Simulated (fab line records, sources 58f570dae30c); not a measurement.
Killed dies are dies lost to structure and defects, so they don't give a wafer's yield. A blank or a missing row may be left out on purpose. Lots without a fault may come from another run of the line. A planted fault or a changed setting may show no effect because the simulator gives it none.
Split-lot experiment | flow berkeley_cmos170 | 5 lots, 23 wafers read, on a route of 331 steps

THE SPLIT
At UCB170_NLDD_COAT_01 (resist thk 900 nm), the setting resist_thk_nm was moved away from the recipe's 900 nm on 8 of the 23 wafers read, by -4.3% to -2.2%. The other wafers ran this setting at the recipe's value.

The reading is taken at the split's own step.

THE READING
KrF_of_NLDD_COAT_01.thk_nm (the simulator's own value, which no gauge read), in nm, at UCB170_NLDD_COAT_01 (resist thk 900 nm). The file gives no usual value for it. The 15 wafers here that ran the recipe average 900.8 nm, standard deviation 1.9 nm.

wafer  | tool, chamber at the split | resist_thk_nm as run, nm | against the recipe | KrF_of_NLDD_COAT_01.thk_nm, nm | against lot-mates on the recipe
L074.1 | litho_track-01, 0          | 880.5                    | -2.2%              | 883                            | -18.2
L074.2 | litho_track-01, 0          | 900                      | recipe             | 901.7                          | -
L074.3 | litho_track-01, 0          | 880.5                    | -2.2%              | 881.2                          | -20.0
L074.5 | litho_track-01, 0          | 880.5                    | -2.2%              | 881.7                          | -19.5
L074.6 | litho_track-01, 0          | 900                      | recipe             | 900.6                          | -
L075.1 | litho_track-02, 0          | 900                      | recipe             | 902                            | -
L075.2 | litho_track-02, 0          | 900                      | recipe             | 901.8                          | -
L075.4 | litho_track-02, 0          | 900                      | recipe             | 902.3                          | -
L075.5 | litho_track-02, 0          | 900                      | recipe             | 902.9                          | -
L075.6 | litho_track-02, 0          | 900                      | recipe             | 899                            | -
L079.2 | litho_track-02, 0          | 900                      | recipe             | 902.5                          | -
L079.3 | litho_track-02, 0          | 900                      | recipe             | 896.6                          | -
L079.4 | litho_track-02, 0          | 900                      | recipe             | 897.5                          | -
L082.1 | litho_track-04, 0          | 900                      | recipe             | 901                            | -
L082.2 | litho_track-04, 0          | 900                      | recipe             | 902.4                          | -
L082.3 | litho_track-04, 0          | 868.2                    | -3.5%              | 866.3                          | -34.2
L082.4 | litho_track-04, 0          | 900                      | recipe             | 898.1                          | -
L082.6 | litho_track-04, 0          | 868.2                    | -3.5%              | 865.5                          | -35.0
L081.1 | litho_track-02, 0          | 861                      | -4.3%              | 861                            | -40.5
L081.2 | litho_track-02, 0          | 900                      | recipe             | 900.6                          | -
L081.3 | litho_track-02, 0          | 900                      | recipe             | 902.3                          | -
L081.4 | litho_track-02, 0          | 861                      | -4.3%              | 857.7                          | -43.8
L081.6 | litho_track-02, 0          | 861                      | -4.3%              | 863.4                          | -38.1

THE FIT
A straight line over all 23 wafers: KrF_of_NLDD_COAT_01.thk_nm changes by +9.35 nm for each +1% of resist_thk_nm; r = +0.99; the points scatter about the line by 2.1 nm.
The same after taking each lot's own level away (the mean of its wafers on the recipe; 23 wafers): +9.45 nm for each +1%; r = +0.99; scatter 1.8 nm.
On that fit, the largest move of resist_thk_nm shifts the reading by 41 nm.
The lots' own levels span 898.87 to 901.60 nm, that is 1.4 times the standard deviation above.
So the lot-to-lot level changes the slope little: the two slopes agree.
Check: with one of the wafers moved furthest among these (-4.3%) left out of the fit, the line predicts -41 nm for it against its lot-mates. It came out at -40.5 nm against them.

OTHER SPLITS ON THESE WAFERS
These wafers also went through other splits before the reading. Each is held against what the fit with the lots' levels taken away leaves over:
other split on the same wafers      | wafers away from the commonest value | r with KrF_of_NLDD_COAT_01.thk_nm (lot level and that fit taken away)
UCB170_START_OXIDATION_02 ox_time_s | 15                                   | +0.09
UCB170_ZERO_COAT_01 spin_rpm        | 8                                    | -0.35
UCB170_NWELL_IMPLANT_14 energy_kev  | 6                                    | -0.18
UCB170_ACTIVE_PEB_11 peb_temp_c     | 9                                    | +0.03
UCB170_PFIELD_IMPLANT_07 dose_cm2   | 12                                   | +0.00
UCB170_SACOX_OXIDATION_01 ox_time_s | 10                                   | -0.22

THE WHOLE CHAIN: every reading that the file lists as answering this split, in the file's order
step                 | what it does      | reading                                                                     | change (the file's fit)              | r (the file's)
UCB170_NLDD_COAT_01  | resist thk 900 nm | KrF_of_NLDD_COAT_01.thk_nm (the simulator's own value, which no gauge read) | +9.47 nm for each +1% of the setting | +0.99
UCB170_NLDD_STRIP_10 | strips in O2      | strip_time_to_endpoint_s                                                    | withheld for each +1% of the setting | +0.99

THE FILE'S OWN FIT
KrF_of_NLDD_COAT_01.thk_nm changes by +9.47 nm for each +1% of resist_thk_nm, r = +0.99.
